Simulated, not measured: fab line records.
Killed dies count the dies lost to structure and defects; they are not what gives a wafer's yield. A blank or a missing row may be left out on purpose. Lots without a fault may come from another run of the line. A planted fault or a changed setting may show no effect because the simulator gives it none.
fab line records -- flow berkeley-cmos170
record lots=15, wafers=45, last-day=12
route steps=331 shown NLDD@162
lots untouched by any fault: they come from a run of this same line in which no faults occurred
start-h: the number of hours between the record's first day and the start of the first shown wafer of the lot -- wait-h: hours from the lot's prior step to this one -- " the same as in the row above -- L1.1+2: a single row standing in for several wafers -- - no value, or no start was given -- * or withheld: withheld -- < > ~ a bound
route shown NAME@n: a module of which the file shows steps, and the number in the route of the first -- usual: the fault-free wafers' mean and standard deviation -- same: alike in all rows -- chamber/n: place in a boat -- sites: readings site by site -- _std_site: their standard deviation -- _edge_site: the outer-site mean with the inner-site mean subtracted -- radius-mm: for every site, how far away it sits from the centre of the wafer -- mask NAME#n: copy n -- behind: the most recent tool/chamber to have shaped the wafer -- hold: why the lot was held/for how many hours/how that ended -- device: names the non-switching transistor (n, p or np) -- end of line: the tests these same wafers got at the end of their route -- step lacking rows: just its recipe -- killed: dies that structure and defects cost at the first sort, which is not the same as the wafer's yield -- map: a wafer's dies, marking killed ones x, the rest . and places with no die _
set.NAME: the run value of the setting; set.NAME@STEP: its run value at that earlier step -- model.NAME: the simulator's own value behind a step, which no gauge read
one table for each step of the route and one row for each wafer, over a sample of lots
## steps
# step UCB170_NLDD_PEB_04
# recipe peb-temp-c=130, peb-time-s=withheld, resist=KrF
# usual heater-power-total-W=56.80/0.044, plate-temp-C=130.00/0.14
lot.wafer,tool,chamber,start-h,wait-h,heater-power-total-W,plate-temp-C
L807.1,litho-track-02,0,158.41,0.1,56.83,130.00
L807.2,litho-track-02,0,158.41,0.1,56.85,130.04
L807.5,litho-track-02,0,158.41,0.1,56.81,129.91
L806.2,litho-track-01,0,158.71,0.1,56.81,130.03
L806.5,litho-track-01,0,158.71,0.1,56.78,130.04
L806.6,litho-track-01,0,158.71,0.1,56.79,130.08
L808.2,litho-track-04,0,158.95,0.1,56.79,129.90
L808.5,litho-track-04,0,158.95,0.1,56.88,129.92
L808.6,litho-track-04,0,158.95,0.1,56.85,129.96
L809.1,litho-track-04,0,171.14,0.1,56.79,129.68
L809.3,litho-track-04,0,171.14,0.1,56.85,129.97
L809.4,litho-track-04,0,171.14,0.1,56.72,129.82
L810.3,litho-track-02,0,171.54,0.1,56.87,129.97
L810.4,litho-track-02,0,171.54,0.1,56.76,129.82
L810.5,litho-track-02,0,171.54,0.1,56.74,129.83
L813.2,litho-track-04,0,181.50,0.1,56.78,129.97
L813.3,litho-track-04,0,181.50,0.1,56.82,129.92
L813.5,litho-track-04,0,181.50,0.1,56.82,130.03
L811.2,litho-track-02,0,182.58,0.1,56.83,130.13
L811.3,litho-track-02,0,182.58,0.1,56.79,130.05
L811.4,litho-track-02,0,182.58,0.1,56.72,129.91
L814.3,litho-track-01,0,191.85,0.1,56.80,129.99
L814.5,litho-track-01,0,191.85,0.1,56.74,130.08
L814.6,litho-track-01,0,191.85,0.1,56.78,130.03
L815.2,litho-track-01,0,192.55,0.4,56.84,130.32
L815.4,litho-track-01,0,192.55,0.4,56.77,130.21
L815.6,litho-track-01,0,192.55,0.4,56.83,130.02
L817.3,litho-track-04,0,208,-,56.83,129.94
L817.5,litho-track-04,0,208,-,56.86,129.98
L817.6,litho-track-04,0,208,-,56.85,130.06
L821.1,litho-track-01,0,229.06,0.1,62.48,140.10
L821.4,litho-track-01,0,229.06,0.1,62.42,139.91
L821.6,litho-track-01,0,229.06,0.1,62.51,139.86
L827.1,litho-track-02,0,257.56,0.8,56.80,130.10
L827.2,litho-track-02,0,257.56,0.8,56.78,130.10
L827.5,litho-track-02,0,257.56,0.8,56.84,130.10
L825.1,litho-track-01,0,258.07,0.9,62.61,139.88
L825.3,litho-track-01,0,258.07,0.9,62.57,139.70
L825.6,litho-track-01,0,258.07,0.9,62.56,139.76
L826.3,litho-track-01,0,258,-,62.58,140.13
L826.4,litho-track-01,0,258,-,62.50,140.09
L826.6,litho-track-01,0,258,-,62.46,139.99
L828.2,litho-track-02,0,258.76,0.6,56.89,129.90
L828.4,litho-track-02,0,258.76,0.6,56.81,129.87
L828.6,litho-track-02,0,258.76,0.6,56.86,130.04
# step UCB170_NLDD_CD_MEAS_06
# recipe target-cd-nm=1200
# usual cd-nm=1200.3/1.6
lot.wafer,tool,chamber,start-h,wait-h,cd-nm
L807.1,cd-sem-02,-,158.68,-,1201.1
L807.2,cd-sem-02,-,158.68,-,1200.9
L807.5,cd-sem-02,-,158.68,-,1200.6
L806.2,cd-sem-02,-,158.98,-,1199.6
L806.5,cd-sem-02,-,158.98,-,1200.7
L806.6,cd-sem-02,-,158.98,-,1199.9
L808.2,cd-sem-01,-,159.22,-,1198.3
L808.5,cd-sem-01,-,159.22,-,1199.9
L808.6,cd-sem-01,-,159.22,-,1199.2
L809.1,cd-sem-01,-,171.41,-,1200.7
L809.3,cd-sem-01,-,171.41,-,1199.8
L809.4,cd-sem-01,-,171.41,-,1201.7
L810.3,cd-sem-02,-,171.80,-,1201.2
L810.4,cd-sem-02,-,171.80,-,1199.9
L810.5,cd-sem-02,-,171.80,-,1200.3
L813.2,cd-sem-02,-,181.77,-,1202.1
L813.3,cd-sem-02,-,181.77,-,1201.3
L813.5,cd-sem-02,-,181.77,-,1202.6
L811.2,cd-sem-02,-,182.85,-,1199.6
L811.3,cd-sem-02,-,182.85,-,1199.4
L811.4,cd-sem-02,-,182.85,-,1199.1
L814.3,cd-sem-02,-,192.12,-,1200.3
L814.5,cd-sem-02,-,192.12,-,1200.0
L814.6,cd-sem-02,-,192.12,-,1200.0
L815.2,cd-sem-01,-,192.82,-,1199.5
L815.4,cd-sem-01,-,192.82,-,1201.5
L815.6,cd-sem-01,-,192.82,-,1199.5
L817.3,cd-sem-02,-,208.87,-,1198.7
L817.5,cd-sem-02,-,208.87,-,1199.6
L817.6,cd-sem-02,-,208.87,-,1198.6
L821.1,cd-sem-02,-,229.33,-,1246.4
L821.4,cd-sem-02,-,229.33,-,1247.6
L821.6,cd-sem-02,-,229.33,-,1246.0
L827.1,cd-sem-02,-,257.83,-,1201.7
L827.2,cd-sem-02,-,257.83,-,1201.6
L827.5,cd-sem-02,-,257.83,-,1200.8
L825.1,cd-sem-01,-,258.35,-,1235.8
L825.3,cd-sem-01,-,258.35,-,1236.8
L825.6,cd-sem-01,-,258.35,-,1236.5
L826.3,cd-sem-01,-,258.66,-,1238.0
L826.4,cd-sem-01,-,258.66,-,1236.4
L826.6,cd-sem-01,-,258.66,-,1236.9
L828.2,cd-sem-02,-,259.04,-,1203.4
L828.4,cd-sem-02,-,259.04,-,1201.7
L828.6,cd-sem-02,-,259.04,-,1202.4
## key
first-sign step=UCB170_NLDD_PEB_04, reading=heater-power-total-W, direction=up, sigmas=99+, usual=56.80, struck=62.52
effect step=UCB170_NLDD_PEB_04, reading=plate-temp-C, direction=up, sigmas=72, usual=*, struck=*
effect step=UCB170_NLDD_CD_MEAS_06, reading=cd-nm, direction=up, sigmas=25, usual=1200.3, struck=1240.0, through=control-loop
met-at UCB170_NLDD_PEB_04
struck-lots L821,L825,L826
tester-left-out L821,L825,L826
loop-trim step=UCB170_NLDD_EXPOSE_03, setting=dose, lots=L825,L826
onset-between 192.55 229.06
fault kind=process-parameter-drift, tool=litho-track-01, chamber=-, onset-h=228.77, steps=UCB170_NLDD_PEB_04, channel=peb-temp-c, offset=*, shape=step, end-h=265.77, acts-in=*, stated=*
# tester-left-out: of these lots the tester's yield and bins aren't shown, on N5 and GAA mostly nor the transistor test; their killed dies are dies lost to structure and defects alone, not to doping, threshold or leakage, so they don't give the yield
# loop-trim: a control loop set the setting to another value than it would have without faults
